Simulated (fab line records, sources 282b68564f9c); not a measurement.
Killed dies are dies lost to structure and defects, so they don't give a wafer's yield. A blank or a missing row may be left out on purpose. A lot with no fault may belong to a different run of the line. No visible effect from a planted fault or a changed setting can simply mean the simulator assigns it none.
fab line records + flow rit_cmos
record
- lots=11
- wafers=33
- last_day=7
route steps=202 shown ACTIVE@13
lots that met no fault: taken from a fault-free run of the same line
start_h: hours from the record's opening day to when the first of the lot's shown wafers began + wait_h: hours since the lot's step before + " same as the row above + L1.1+2: a single row standing in for several wafers + - either no value or no given start + * or withheld: withheld + < > ~ a bound
route shown NAME@n: names a module that has steps shown in the file, with the first one's number in the route + usual: average and standard deviation across the fault-free wafers + same: alike in all rows + chamber/n: place in a boat + sites: readings site by site + _std_site: their standard deviation + _edge_site: outer sites' mean less inner sites' + radius_mm: how far each site lies from the wafer's centre + mask NAME#n: copy n + behind: the last tool/chamber to shape the wafer + hold: the reason the lot was held/the length of the hold in hours/how it ended + device: names the non-switching transistor (n, p or np) + end of line: tests of these same wafers at the route's end + a step with no rows: only its recipe + killed: dies lost to structure and defects at the first sort, not the wafer's yield + map: a wafer's dies, marking killed ones x, the rest . and places with no die _
set.NAME: the setting the step ran with; set.NAME@STEP: the setting that earlier step ran with + model.NAME: the simulator's own value behind a step, which no gauge read
steps of the route over a sample of lots; a table a step, a row a wafer
## steps
# step RIT_ACTIVE_HARDBAKE_12
# recipe
- resist=NOVOLAK
- temp_c=140
- time_s=60
# usual
- heater_power_total_W=62.55/0.045
- plate_temp_C=139.98/0.16
| lot.wafer | tool           | chamber | start_h | wait_h | heater_power_total_W | plate_temp_C |
|-----------|----------------|---------|---------|--------|----------------------|--------------|
| L763.2    | litho_track-02 | 0       | 14.71   | 0.1    | 62.56                | 139.84       |
| L763.4    | "              | 0       | "       | "      | 62.55                | 139.85       |
| L763.5    | "              | 0       | "       | "      | 62.55                | 139.83       |
| L764.1    | litho_track-01 | 0       | 21.14   | 0.1    | 62.53                | 139.96       |
| L764.2    | "              | 0       | "       | "      | 62.41                | 140.19       |
| L764.4    | "              | 0       | "       | "      | 62.55                | 139.96       |
| L765.1    | litho_track-02 | 0       | 26.49   | 0.1    | 62.64                | 140.16       |
| L765.2    | "              | 0       | "       | "      | 62.61                | 140.08       |
| L765.4    | "              | 0       | "       | "      | 62.59                | 140.29       |
| L766.1    | litho_track-03 | 0       | 29.60   | 0.1    | 62.60                | 140.02       |
| L766.5    | "              | 0       | "       | "      | 62.55                | 140.18       |
| L766.6    | "              | 0       | "       | "      | 62.58                | 140.02       |
| L769.2    | litho_track-03 | 0       | 46.02   | 0.1    | 62.49                | 140.02       |
| L769.3    | "              | 0       | "       | "      | 62.49                | 140.04       |
| L769.5    | "              | 0       | "       | "      | 62.52                | 140.13       |
| L770.2    | litho_track-03 | 0       | 51.94   | 0.1    | 69.20                | 151.34       |
| L770.5    | "              | 0       | "       | "      | 69.15                | 151.33       |
| L770.6    | "              | 0       | "       | "      | 69.09                | 151.32       |
| L772.1    | litho_track-01 | 0       | 60.35   | 0.1    | 62.52                | 139.98       |
| L772.4    | "              | 0       | "       | "      | 62.58                | 139.89       |
| L772.6    | "              | 0       | "       | "      | 62.61                | 140.05       |
| L774.1    | litho_track-03 | 0       | 69.72   | 0.1    | 69.19                | 151.41       |
| L774.4    | "              | 0       | "       | "      | 69.15                | 151.51       |
| L774.5    | "              | 0       | "       | "      | 69.17                | 151.42       |
| L781.1    | litho_track-02 | 0       | 104.75  | 0.1    | 62.55                | 140.08       |
| L781.3    | "              | 0       | "       | "      | 62.60                | 140.06       |
| L781.6    | "              | 0       | "       | "      | 62.58                | 139.84       |
| L784.1    | litho_track-02 | 0       | 119.68  | 0.1    | 62.52                | 139.93       |
| L784.2    | "              | 0       | "       | "      | 62.54                | 139.96       |
| L784.4    | "              | 0       | "       | "      | 62.49                | 140.12       |
| L786.1    | litho_track-03 | 0       | 130.02  | 0.1    | 62.59                | 139.69       |
| L786.4    | "              | 0       | "       | "      | 62.52                | 139.77       |
| L786.6    | "              | 0       | "       | "      | 62.55                | 139.67       |
## key
first_sign
- step=RIT_ACTIVE_HARDBAKE_12
- reading=heater_power_total_W
- direction=up
- sigmas=99+
- usual=62.55
- struck=69.16
effect
- step=RIT_ACTIVE_HARDBAKE_12
- reading=plate_temp_C
- direction=up
- sigmas=72
- usual=*
- struck=*
met_at RIT_ACTIVE_HARDBAKE_12
struck_lots L770,L774
tester_left_out L770,L774
onset_between 46.02 51.94
fault
- kind=process_parameter_drift
- tool=litho_track-03
- chamber=-
- onset_h=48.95
- steps=RIT_ACTIVE_HARDBAKE_12
- channel=temp_c
- offset=*
- shape=step
- end_h=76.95
- acts_in=*
- stated=*
# tester_left_out: of these lots the tester's yield and bins aren't shown, on N5 and GAA mostly nor the transistor test; their killed dies are dies lost to structure and defects alone, not to doping, threshold or leakage, so they don't give the yield
